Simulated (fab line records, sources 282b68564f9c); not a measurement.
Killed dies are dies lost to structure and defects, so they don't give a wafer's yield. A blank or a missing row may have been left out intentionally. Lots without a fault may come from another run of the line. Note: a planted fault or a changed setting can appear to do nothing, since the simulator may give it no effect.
Which tool was responsible?	flow rit_cmos	42 wafers sampled from 14 lots at 1 step of a route of 202

## WHAT THE GAUGES READ, wafer by wafer
The record lacks any reading of a measuring or inspecting step that a usual standard deviation could be used to judge.

## TOOL THAT RAN EACH LOT (tool first, then ch and the chambers of the sampled wafers, then the start)
lot	RIT_SPACER_ETCHBACK_05
L992	rie_diel-01 ch 0,3, day 3 07:25
L993	rie_diel-02 ch 0,1,2, day 3 09:37
L994	rie_diel-02 ch 0,1,3, day 3 13:50
L996	rie_diel-04 ch 0,2, day 3 22:58
L997	rie_diel-02 ch 0,3, day 4 03:20
L998	rie_diel-01 ch 0,1, day 4 08:26
L101	rie_diel-04 ch 0,2,3, day 4 22:59
L102	rie_diel-04 ch 0,2,3, day 5 06:25
L108	rie_diel-02 ch 0,1, day 6 12:27
L109	rie_diel-02 ch 0,1,3, day 6 16:15
L110	rie_diel-01 ch 0,1,3, day 6 22:09
L111	rie_diel-04 ch 1,2,3, day 7 02:20
L112	rie_diel-02 ch 0,1,3, day 7 07:46
L113	rie_diel-01 ch 1,2,3, day 7 12:32
- RIT_SPACER_ETCHBACK_05: etches Si3N4 in SF6/CHF3, stops on SiO2, target depth 250 nm, time 240 s.

## AS READ BY THE TOOLS THEMSELVES (means over the sampled wafers that have a number; for cases with no such wafer, the mark the record gives instead)
RIT_SPACER_ETCHBACK_05.
lot	tool	CHF3_flow_sccm (sccm)	SF6_flow_sccm (sccm)	drypump_motor_current_A (A)	oes_product_au (a.u.)	throttle_valve_pct (%)
L992	rie_diel-01	30.01	30.02	5.7	0.838	10.20
L993	rie_diel-02	29.95	30.03	5.7	0.845	10.37
L994	rie_diel-02	30.00	30.01	5.9	0.845	10.37
L996	rie_diel-04	30.07	30.09	5.9	0.848	10.22
L997	rie_diel-02	30.07	30.03	5.8	0.829	10.37
L998	rie_diel-01	30.04	29.99	5.9	0.840	10.23
L101	rie_diel-04	-	-	-	-	-
L102	rie_diel-04	-	-	-	-	-
L108	rie_diel-02	30.03	30.02	5.6	0.848	10.33
L109	rie_diel-02	29.88	30.02	5.9	0.839	10.37
L110	rie_diel-01	30.04	30.09	5.8	0.842	10.21
L111	rie_diel-04	30.08	29.99	5.5	0.822	10.38
L112	rie_diel-02	30.03	29.98	6.0	0.848	10.37
L113	rie_diel-01	30.00	30.03	5.8	0.849	10.25

## THE ANSWER, worked out from the rows above alone
Rule: what is usual is taken from the lots themselves. The widest of any qualifying gaps counts: lots, ordered by their means at a reading, are off when they make up no more than a third of the lots, leave a main group of 4 or more, and stand apart from it by 3 or more times the standard deviation of that group's means. A main group is skipped when, at the precision printed for the reading in the tables above, its means are all equal. A lot without any number at a reading at which 4 lots or more have one is off too. Any other lot the step has rows for is counted as sound. First the gauges in route order, then the tools' own readings, where a lot's mean is used as printed above. At the first step where some lot is off, the reading lying furthest off is the one used; lots without a number count as furthest.
Off: L101, L102, at RIT_SPACER_ETCHBACK_05 (CHF3_flow_sccm). Without a number there: L101, L102. For the main group the mean is 30.02 sccm and the standard deviation 0.054.
If a tool, at that step or one of the process steps before it, ran each lot that is off and ran no sound lot following the first of them, it fits. No candidate that was tried fits.

## WHAT THE SIMULATOR HAD INSERTED
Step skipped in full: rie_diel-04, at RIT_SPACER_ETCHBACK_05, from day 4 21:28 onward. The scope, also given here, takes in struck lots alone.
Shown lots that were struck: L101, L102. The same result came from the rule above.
